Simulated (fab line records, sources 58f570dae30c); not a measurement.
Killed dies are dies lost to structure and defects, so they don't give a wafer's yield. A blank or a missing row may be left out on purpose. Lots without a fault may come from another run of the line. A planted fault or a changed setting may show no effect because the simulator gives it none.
fab line records | flow berkeley_cmos170
record lots=5 wafers=15 last_day=11
route steps=331 shown CONTACT@232 M1@238 M3@331
lots that met no fault: from a run of the same line without faults
start_h: hours from the record's first day to the start of the lot's first wafer shown | wait_h: hours since the lot's step before | " the same as in the row above | L1.1+2: a row that stands for several wafers | - no value, or no start given | * or withheld: withheld | < > ~ a bound
route shown NAME@n: a module of which the file shows steps, and the number in the route of the first | usual: mean/standard deviation of fault-free wafers | same: alike in all rows | chamber/n: place in a boat | sites: the reading at each site | _std_site: their standard deviation | _edge_site: outer sites' mean less inner sites' | radius_mm: how far each site lies from the wafer's centre | mask NAME#n: copy n | behind: the tool/chamber that last shaped the wafer | hold: why the lot was held/for how many hours/how that ended | device: the transistor (n, p or np) that didn't switch | end of line: the same wafers' tests at the end of the route | a step without rows: its recipe alone | killed: dies lost to structure and defects at the first sort, not the wafer's yield | map: a wafer's dies, x killed, . not, _ none there
set.NAME: the setting as run; set.NAME@STEP: as run at that earlier step | model.NAME: the simulator's own value behind a step, which no gauge read
lots at some steps of the route; a table a step, a row a wafer
services: from which hour (start_h, from the record's first day; less than 0 if before it) a tool's chamber was out of use, for how many hours, and why
## steps
# step UCB170_CONTACT_OVL_MEAS_16
# usual CONTACT_OVL=5/4.9
# columns lot.wafer tool chamber start_h wait_h CONTACT_OVL[nm]
L461.1 overlay-02 - 163.57 0.1 6
L461.5 " - " " 2
L461.6 " - " " -3
L460.2 overlay-01 - 163.83 0.1 1
L460.3 " - " " 8
L460.6 " - " " 1
L462.1 overlay-01 - 174.30 0.1 9
L462.3 " - " " 7
L462.5 " - " " 11
L471.1 overlay-02 - 237.32 0.1 11
L471.2 " - " " 4
L471.4 " - " " 9
L474.1 overlay-02 - 239.62 0.1 5
L474.2 " - " " 2
L474.3 " - " " 4
# step UCB170_CONTACT_ETCH_17
# recipe chemistry=N2/H2 target_depth_a=withheld overetch_a=withheld target=BARC time_s=withheld source_w=500 bias_w=100 pressure_mtorr=30 n2_flow_sccm=100 h2_flow_sccm=200
# usual drypump_motor_current_A=5.6/0.4 oes_product_au=1.00/0.03 throttle_valve_pct=13.34/0.18
# columns lot.wafer tool chamber start_h wait_h drypump_motor_current_A oes_product_au throttle_valve_pct
L461.1 rie_diel-04 1 163.61 0.0 5.2 0.99 13.55
L461.5 " 3 " " 6.2 0.97 13.18
L461.6 " 0 " " 5.1 0.94 13.20
L460.2 rie_diel-01 1 163.86 0.0 6.2 1.03 13.61
L460.3 " 0 " " 5.6 1.02 13.33
L460.6 " 0 " " 5.6 1.00 13.32
L462.1 rie_diel-01 3 174.34 0.0 5.7 0.99 13.36
L462.3 " 2 " " 5.3 1.01 13.08
L462.5 " 2 " " 5.3 1.01 13.10
L471.1 rie_diel-01 0 237.35 0.0 5.6 1.01 13.33
L471.2 " 3 " " 5.7 1.01 13.36
L471.4 " 2 " " 5.3 1.02 13.07
L474.1 rie_diel-01 1 239.66 0.0 6.2 1.03 13.64
L474.2 " 3 " " 5.7 0.99 13.37
L474.3 " 2 " " 5.3 1.01 13.08
# step UCB170_CONTACT_ETCH_18
# recipe chemistry=CHF3/CF4/Ar target=PSG stop_on=TiSi2 CHF3_flow_sccm=45 cf4_flow_sccm=15 Ar_flow_sccm=150 pressure_mtorr=200 rf_w=700 target_depth_a=8400 over_etch_frac=0.2 time_s=195
# usual drypump_motor_current_A=5.6/0.4 oes_product_au=0.893/0.019 throttle_valve_pct=6.95/0.11
# columns lot.wafer tool chamber start_h wait_h drypump_motor_current_A oes_product_au rf_hours_counter_h throttle_valve_pct
L461.1 rie_diel-04 1 - - 5.3 0.886 134 7.14
L461.5 " 3 " " 6.2 0.877 - 6.81
L461.6 " 0 " " 5.1 0.868 - 6.90
L460.2 rie_diel-01 1 - - 6.2 0.909 152 7.08
L460.3 " 0 " " 5.6 0.918 67 6.90
L460.6 " 0 " " 5.6 0.920 - 6.88
L462.1 rie_diel-01 3 - - 5.6 0.867 136 6.97
L462.3 " 2 " " 5.3 0.892 4 6.81
L462.5 " 2 " " 5.2 0.896 - 6.80
L471.1 rie_diel-01 0 - - 5.6 0.922 71 6.91
L471.2 " 3 " " 5.6 0.882 139 6.98
L471.4 " 2 " " 5.3 0.902 8 6.81
L474.1 rie_diel-01 1 - - 6.2 0.890 3 7.08
L474.2 " 3 " " 5.6 0.882 139 6.97
L474.3 " 2 " " 5.2 0.894 8 6.81
# step UCB170_CONTACT_STRIP_19
# recipe chemistry=O2 power_w=400 pressure_mtorr=3500 platen_temp_c=withheld o2_flow_sccm=400 overash_fraction=0.5
# usual drypump_motor_current_A=5.79/0.24 o2_flow_sccm=400.1/1.1 oes_product_au=0.725/0.0048
# columns lot.wafer tool chamber start_h wait_h drypump_motor_current_A o2_flow_sccm oes_product_au rf_hours_counter_h
L461.1 plasma_asher-04 1 163.78 - 6.13 399.5 0.719 38
L461.5 " 1 " " 6.08 400.6 0.725 -
L461.6 " 0 " " 5.89 399.3 0.723 -
L460.2 plasma_asher-02 0 164.03 - 5.40 400.5 0.726 6
L460.3 " 1 " " 5.81 401.9 0.736 -
L460.6 " 1 " " 5.83 398.9 0.725 -
L462.1 plasma_asher-02 0 174.50 - 5.39 397.6 0.725 8
L462.3 " 1 " " 5.84 399.1 0.723 -
L462.5 " 0 " " 5.39 399.0 0.726 -
L471.1 plasma_asher-02 0 237.52 - 5.41 400.3 0.728 15
L471.2 " 1 " " 5.83 401.8 0.728 15
L471.4 " 1 " " 5.81 400.8 0.732 -
L474.1 plasma_asher-02 0 239.83 - 5.44 401.0 0.729 16
L474.2 " 1 " " 5.85 400.2 0.724 16
L474.3 " 0 " " 5.42 398.6 0.719 -
# step UCB170_CONTACT_CD_MEAS_90
# recipe target_cd_nm=700
# usual cd_nm=699.1/2.2
# columns lot.wafer tool chamber start_h wait_h cd_nm
L461.1 cd_sem-01 - 163.88 0.1 701.5
L461.5 " - " " 700.6
L461.6 " - " " 698.6
L460.2 cd_sem-01 - 164.15 0.1 698.5
L460.3 " - " " 698.0
L460.6 " - " " 696.4
L462.1 cd_sem-02 - 174.60 0.1 705.0
L462.3 " - " " 701.3
L462.5 " - " " 701.5
L471.1 cd_sem-01 - 237.62 0.1 699.5
L471.2 " - " " 701.1
L471.4 " - " " 701.2
L474.1 cd_sem-01 - 239.93 0.1 698.6
L474.2 " - " " 698.7
L474.3 " - " " 697.5
# step UCB170_CONTACT_CLEAN_20
# recipe chemistry=SPM temp_c=120 time_s=600
# step UCB170_M1_SPUTTER_00
# recipe material=Al target_thk_nm=600 time_s=80 power_w=6000 chamber_pressure_pa=0.5
# usual throttle_valve_pct=30.5/0.6
# columns lot.wafer tool chamber start_h wait_h throttle_valve_pct
L461.1 pvd_sputter-02 - 164.19 0.0 29.4
L461.5 " - " " 31.0
L461.6 " - " " 30.7
L460.2 pvd_sputter-04 - 164.42 0.0 31.0
L460.3 " - " " 31.2
L460.6 " - " " 31.4
L462.1 pvd_sputter-02 - 174.91 0.0 29.3
L462.3 " - " " 30.5
L462.5 " - " " 30.3
L471.1 pvd_sputter-01 - 237.98 0.0 29.7
L471.2 " - " " 30.4
L471.4 " - " " 29.9
L474.1 pvd_sputter-04 - 240.24 0.0 30.2
L474.2 " - " " 30.7
L474.3 " - " " 31.2
# step UCB170_M1_RS_MEAS_01
# recipe thk_meas_gauge=four-point-probe reads=Al_of_M1_SPUTTER_00
# usual M1_AL_RS=0.0487/0.00074
# columns lot.wafer tool chamber start_h wait_h M1_AL_RS[ohm/sq]
L461.1 film_metro-02 - 164.25 0.0 0.0505
L461.5 " - " " 0.0495
L461.6 " - " " 0.0499
L460.2 film_metro-03 - 164.51 0.1 0.0490
L460.3 " - " " 0.0477
L460.6 " - " " 0.0484
L462.1 film_metro-03 - 174.97 0.0 0.0494
L462.3 " - " " 0.0490
L462.5 " - " " 0.0488
L471.1 film_metro-02 - 238.04 0.0 0.0485
L471.2 " - " " 0.0492
L471.4 " - " " 0.0487
L474.1 film_metro-04 - 240.30 0.0 0.0486
L474.2 " - " " 0.0473
L474.3 " - " " 0.0482
# step UCB170_M1_THK_MEAS_02
# recipe thk_meas_gauge=xrf reads=Al_of_M1_SPUTTER_00
# usual M1_AL_THK=599/8.8
# columns lot.wafer tool chamber start_h wait_h M1_AL_THK[nm]
L461.1 film_metro-02 - 164.37 0.1 579
L461.5 " - " " 592
L461.6 " - " " 588
L460.2 film_metro-03 - 164.62 0.1 592
L460.3 " - " " 609
L460.6 " - " " 600
L462.1 film_metro-03 - 175.09 0.1 586
L462.3 " - " " 589
L462.5 " - " " 591
L471.1 film_metro-02 - 238.16 0.1 601
L471.2 " - " " 595
L471.4 " - " " 597
L474.1 film_metro-04 - 240.42 0.1 602
L474.2 " - " " 616
L474.3 " - " " 608
# step UCB170_M1_COAT_03
# recipe resist=BARC temp_c=withheld time_s=withheld spin_rpm=3000 resist_thk_nm=withheld
# step UCB170_M1_COAT_04
# recipe resist=KrF spin_rpm=1500 resist_thk_nm=900
# step UCB170_M1_SOFTBAKE_05
# recipe resist=KrF temp_c=130 time_s=60
# step UCB170_M1_EXPOSE_06
# recipe mask_id=METAL1 target_cd_nm=700 na=0.5 sigma_outer=0.6 source_shape=conventional dose_mj=21
# usual reticle_temp_C=22.98/0.11 stage_vel_mm_s=499.98/0.25
# columns lot.wafer tool chamber start_h wait_h mask reticle_temp_C stage_vel_mm_s
L461.1 krf_scanner-02 0 165.37 - METAL1#0 23.05 499.89
L461.5 " 0 " " METAL1#0 23.04 499.99
L461.6 " 0 " " METAL1#0 22.91 499.97
L460.2 krf_scanner-01 0 165.73 - METAL1_R1#0 22.93 500.47
L460.3 " 0 " " METAL1_R1#0 23.18 499.99
L460.6 " 0 " " METAL1_R1#0 23.00 499.76
L462.1 krf_scanner-01 0 175.84 - METAL1#0 22.82 499.90
L462.3 " 0 " " METAL1#0 23.00 499.62
L462.5 " 0 " " METAL1#0 23.02 499.93
L471.1 krf_scanner-02 0 238.67 - METAL1#0 22.99 500.03
L471.2 " 0 " " METAL1#0 23.07 500.41
L471.4 " 0 " " METAL1#0 22.87 500.46
L474.1 krf_scanner-02 0 241.24 - METAL1#0 22.97 500.53
L474.2 " 0 " " METAL1#0 23.08 499.84
L474.3 " 0 " " METAL1#0 23.01 499.85
# step UCB170_M1_PEB_07
# recipe peb_temp_c=130 peb_time_s=withheld resist=KrF
# step UCB170_M1_DEVELOP_08
# recipe developer=TMAH develop_time_s=45 resist=KrF dev_temp_c=21
# step UCB170_M1_CD_MEAS_09
# recipe target_cd_nm=700
# usual cd_nm=699.5/1.7
# columns lot.wafer tool chamber start_h wait_h cd_nm
L461.1 cd_sem-01 - 166.26 - 700.0
L461.5 " - " " 698.5
L461.6 " - " " 699.5
L460.2 cd_sem-02 - 166.56 - 615.5
L460.3 " - " " 615.9
L460.6 " - " " 615.0
L462.1 cd_sem-01 - 176.66 - 696.6
L462.3 " - " " 696.2
L462.5 " - " " 697.1
L471.1 cd_sem-02 - 239.11 - 698.7
L471.2 " - " " 698.3
L471.4 " - " " 699.5
L474.1 cd_sem-02 - 242.11 - 699.2
L474.2 " - " " 699.0
L474.3 " - " " 699.7
# step UCB170_M1_OVL_MEAS_10
# usual M1_OVL=4/5.2
# columns lot.wafer tool chamber start_h wait_h M1_OVL[nm]
L461.1 overlay-02 - 166.38 0.1 0
L461.5 " - " " 4
L461.6 " - " " -2
L460.2 overlay-01 - 166.66 0.1 -2
L460.3 " - " " 4
L460.6 " - " " 3
L462.1 overlay-01 - 176.78 0.1 -2
L462.3 " - " " -1
L462.5 " - " " -1
L471.1 overlay-01 - 239.23 0.1 3
L471.2 " - " " 0
L471.4 " - " " 2
L474.1 overlay-01 - 242.23 0.1 8
L474.2 " - " " 8
L474.3 " - " " 10
# step UCB170_M1_ETCH_11
# recipe chemistry=N2/H2 target_depth_a=withheld overetch_a=withheld target=BARC time_s=withheld source_w=500 bias_w=100 pressure_mtorr=30 n2_flow_sccm=100 h2_flow_sccm=200
# usual drypump_motor_current_A=5.6/0.46 oes_product_au=1.002/0.029 throttle_valve_pct=13.25/0.13
# columns lot.wafer tool chamber start_h wait_h drypump_motor_current_A oes_product_au throttle_valve_pct model.M1.cd_nm
L461.1 rie_diel-02 1 166.42 0.0 5.7 1.047 13.47 699
L461.5 " 1 " " 5.7 1.045 13.46 697.1
L461.6 " 0 " " 5.6 0.991 13.06 698
L460.2 rie_diel-03 2 166.69 0.0 6.6 1.049 13.16 614.5
L460.3 " 3 " " 6.0 0.990 13.21 616.1
L460.6 " 1 " " 5.9 1.007 13.19 614.4
L462.1 rie_diel-04 0 176.82 0.0 5.1 0.929 13.19 696.5
L462.3 " 2 " " 5.9 1.027 13.50 697.1
L462.5 " 0 " " 5.1 0.946 13.19 696.9
L471.1 rie_diel-02 3 239.26 0.0 5.1 1.017 13.25 699
L471.2 " 2 " " 5.2 0.972 13.27 697.3
L471.4 " 3 " " 5.1 1.016 13.21 700.3
L474.1 rie_diel-03 1 242.26 0.0 5.9 1.014 13.19 699.3
L474.2 " 2 " " 6.7 1.054 13.18 698
L474.3 " 3 " " 6.0 0.993 13.23 699.6
# step UCB170_M1_METAL_ETCH_12
# recipe chemistry=Cl2/BCl3 target=Al stop_on=PSG pressure_mtorr=12 target_depth_a=7800 over_etch_frac=0.3 time_s=130 icp_w=600 bias_w=120 Cl2_flow_sccm=90 bcl3_flow_sccm=45
# usual bcl3_flow_sccm=45.01/0.13 drypump_motor_current_A=5.4/0.31 he_backside_leak_sccm=3.41/0.15 oes_product_au=0.856/0.013 throttle_valve_pct=24.25/0.14
# columns lot.wafer tool chamber start_h wait_h bcl3_flow_sccm drypump_motor_current_A he_backside_leak_sccm oes_product_au rf_hours_counter_h throttle_valve_pct model.M1.cd_nm
L461.1 rie_metal-04 0 166.46 - 45.25 5.5 3.46 0.840 1 24.17 697.3
L461.5 " 0 " " 45.08 5.4 3.46 0.849 - 24.18 696.1
L461.6 " 1 " " 45.00 5.0 3.19 0.854 - 24.21 699.2
L460.2 rie_metal-01 1 166.74 - 44.89 6.0 3.35 0.833 15 24.62 611.8
L460.3 " 0 " " 44.77 5.5 3.63 0.848 - 24.22 617.1
L460.6 " 0 " " 44.97 5.5 3.33 0.846 - 24.21 614.1
L462.1 rie_metal-01 0 176.86 - 44.75 5.5 3.66 0.844 3 24.22 693.3
L462.3 " 0 " " 44.99 5.5 3.30 0.851 - 24.21 695.9
L462.5 " 1 " " 45.01 6.0 3.50 0.848 - 24.62 693
L471.1 rie_metal-01 1 239.31 - 45.06 6.0 3.40 0.850 0 24.43 701.4
L471.2 " 0 " " 45.24 5.5 3.46 0.850 5 24.23 695
L471.4 " 1 " " 45.13 6.0 3.25 0.839 - 24.41 702.5
L474.1 rie_metal-04 1 242.31 - 45.10 5.0 3.36 0.859 8 24.20 694.7
L474.2 " 0 " " 44.85 5.4 3.48 0.862 4 24.16 695.2
L474.3 " 1 " " 45.29 5.0 3.08 0.877 - 24.19 695.6
# step UCB170_M1_STRIP_13
# recipe chemistry=O2 power_w=400 pressure_mtorr=3500 platen_temp_c=withheld o2_flow_sccm=400 overash_fraction=0.5
# usual drypump_motor_current_A=5.60/0.18 o2_flow_sccm=400.1/1.2 oes_product_au=0.720/0.0048
# columns lot.wafer tool chamber start_h wait_h drypump_motor_current_A o2_flow_sccm oes_product_au rf_hours_counter_h
L461.1 plasma_asher-01 1 166.59 0.1 5.42 400.9 0.719 47
L461.5 " 0 " " 5.58 401.4 0.729 -
L461.6 " 1 " " 5.42 401.6 0.720 -
L460.2 plasma_asher-01 0 166.87 0.1 5.56 402.0 0.715 47
L460.3 " 0 " " 5.56 401.5 0.722 -
L460.6 " 1 " " 5.41 398.7 0.725 -
L462.1 plasma_asher-03 1 177.00 0.1 5.69 400.0 0.722 45
L462.3 " 1 " " 5.67 398.8 0.718 -
L462.5 " 0 " " 5.94 399.9 0.718 -
L471.1 plasma_asher-01 1 239.44 0.1 5.43 399.2 0.719 56
L471.2 " 0 " " 5.57 400.2 0.719 56
L471.4 " 1 " " 5.45 397.8 0.722 -
L474.1 plasma_asher-03 1 242.44 0.1 5.67 400.2 0.728 52
L474.2 " 0 " " 5.93 400.4 0.718 52
L474.3 " 1 " " 5.67 401.8 0.719 -
# step UCB170_M1_CD_MEAS_90
# recipe target_cd_nm=700
# usual cd_nm=697/3.1
# columns lot.wafer tool chamber start_h wait_h cd_nm
L461.1 cd_sem-01 - 166.69 0.1 697
L461.5 " - " " 696
L461.6 " - " " 699
L460.2 cd_sem-02 - 166.99 0.1 612
L460.3 " - " " 617
L460.6 " - " " 614
L462.1 cd_sem-01 - 177.10 0.1 693
L462.3 " - " " 696
L462.5 " - " " 693
L471.1 cd_sem-01 - 239.54 0.1 701
L471.2 " - " " 695
L471.4 " - " " 703
L474.1 cd_sem-02 - 242.54 0.1 695
L474.2 " - " " 695
L474.3 " - " " 695
# step UCB170_M1_ANNEAL_14
# recipe temp_c=400 time_s=1200 ambient=forming_gas
# step UCB170_M3_PROBE_99
# columns lot.wafer tool chamber start_h wait_h model.etest.m1.width_nm
L461.1 prober-02 - 184.66 0.1 703.6
L461.5 prober-02 - 184.86 0.2 696.9
L461.6 prober-02 - 184.91 0.2 703.1
L460.2 prober-01 - 186.03 0.1 612.6
L460.3 prober-01 - 186.08 0.2 619
L460.6 prober-01 - 186.23 0.2 606.6
L462.1 prober-01 - 194.85 0.1 693.5
L462.3 prober-01 - 194.95 0.2 705.3
L462.5 prober-01 - 195.05 0.2 699.5
L471.1 prober-01 - 260.99 0.1 702.5
L471.2 prober-01 - 261.04 0.1 698.7
L471.4 prober-01 - 261.14 0.2 703.9
L474.1 prober-02 - 261.33 0.1 694.5
L474.2 prober-02 - 261.38 0.1 703.5
L474.3 prober-02 - 261.43 0.2 694.2
# killed by level:class
L461.1 WELLDRIVE:geometric_particle:open=1 SCREENOX:geometric_particle:short=1 SPACER:geometric_particle:open=1 PSD:coat_microbubble_printed=1
L461.5 ACTIVE:geometric_particle:open=1 PSD:coat_microbubble_printed=1
L461.6 SCREENOX:geometric_particle:open=1 GATE:geometric_particle:open=1 GATE:geometric_particle:short=1 SPACER:geometric_particle:open=1 SILICIDE:geometric_particle:open=1
L462.1 ACTIVE:area_etch=4 FIELD:geometric_particle:open=1 SCREENOX:geometric_particle:open=1 SPACER:geometric_particle:open=1
L462.3 FIELD:geometric_particle:short=1 SCREENOX:geometric_particle:open=1 GATE:geometric_particle:open=1 SPACER:geometric_particle:open=1 V2:geometric_particle:short=1
L462.5 SILICIDE:geometric_particle:open=1 V1:geometric_particle:open=1 PWELL:area_etch=1
L471.1 SILICIDE:geometric_particle:short=1 V1:geometric_particle:short=1
L471.2 SILICIDE:geometric_particle:short=1 NWELL:area_etch=1
L471.4 WELLDRIVE:geometric_particle:open=1 SACOX:geometric_particle:open=1 SPACER:geometric_particle:short=1 SPACER:geometric_particle:open=1 V2:geometric_particle:open=1 M3:geometric_particle:short=1
L474.1 M3:geometric_particle:short=2 START:geometric_particle:open=1 GATE:geometric_particle:open=1
L474.2 FIELD:geometric_particle:open=1 GATE:geometric_particle:open=1 SPACER:geometric_particle:open=1 SILICIDE:geometric_particle:open=1 CONTACT:geometric_particle:open=1
L474.3 M3:geometric_particle:open=2 FIELD:geometric_particle:short=1 SILICIDE:geometric_particle:open=1 V1:geometric_particle:open=1 ACTIVE:area_etch=1
## services
# columns tool chamber start_h hours kind
krf_scanner-01 - 141.94 8.2 repair
plasma_asher-02 - 146.21 1.0 repair
krf_scanner-01 - 150.14 1.3 pm
krf_scanner-01 - 152.01 4.4 pm
plasma_asher-03 - 152.96 14.6 pm
pvd_sputter-02 - 153.82 3.0 repair
krf_scanner-02 - 159.95 0.8 pm
rie_diel-01 1 165.87 - clean
rie_diel-01 1 165.87 16.3 scheduled_down
rie_diel-01 1 165.87 16.3 vent_cycle
plasma_asher-01 - 165.95 0.4 repair
plasma_asher-04 - 166.36 14.6 pm
rie_diel-04 3 166.57 13.6 repair
rie_diel-02 - 166.87 1.2 repair
rie_diel-03 - 189.77 4.3 pm
krf_scanner-01 - 191.91 3.6 pm
rie_metal-01 1 200.42 - clean
krf_scanner-01 - 201.05 1.0 pm
rie_diel-02 0 212.89 5.8 repair
rie_diel-02 1 215.32 5.4 repair
plasma_asher-01 - 228.80 5.0 repair
rie_diel-02 1 232.69 31.2 repair
rie_diel-02 0 234.86 1.3 repair
krf_scanner-01 - 242.27 0.2 repair
## key
first_sign step=UCB170_M1_EXPOSE_06 reading=mask direction=changed
effect step=UCB170_M1_CD_MEAS_09 reading=cd_nm direction=down sigmas=50 usual=699.5 struck=615.5
effect step=UCB170_M1_CD_MEAS_90 reading=cd_nm direction=down sigmas=27 usual=697 struck=614
model_effect step=UCB170_M1_ETCH_11 value=M1.cd_nm without=699 struck=615
model_effect step=UCB170_M1_METAL_ETCH_12 value=M1.cd_nm without=698.3 struck=614.3
model_effect step=UCB170_M3_PROBE_99 value=etest.m1.width_nm without=696.7 struck=612.7
met_at UCB170_M1_EXPOSE_06
struck_wafers L460.2,L460.3,L460.6
sort_left_out L460.2,L460.3,L460.6
fault kind=wrong_mask tool=any chamber=- onset_h=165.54 steps=UCB170_M1_EXPOSE_06 aux_copy=METAL1_R1#0 cd_offset_nm=-84 scope=struck_lots_only
# sort_left_out: the simulated sort isn't trusted on such a fault, so these wafers' sort isn't shown, and their yield isn't known
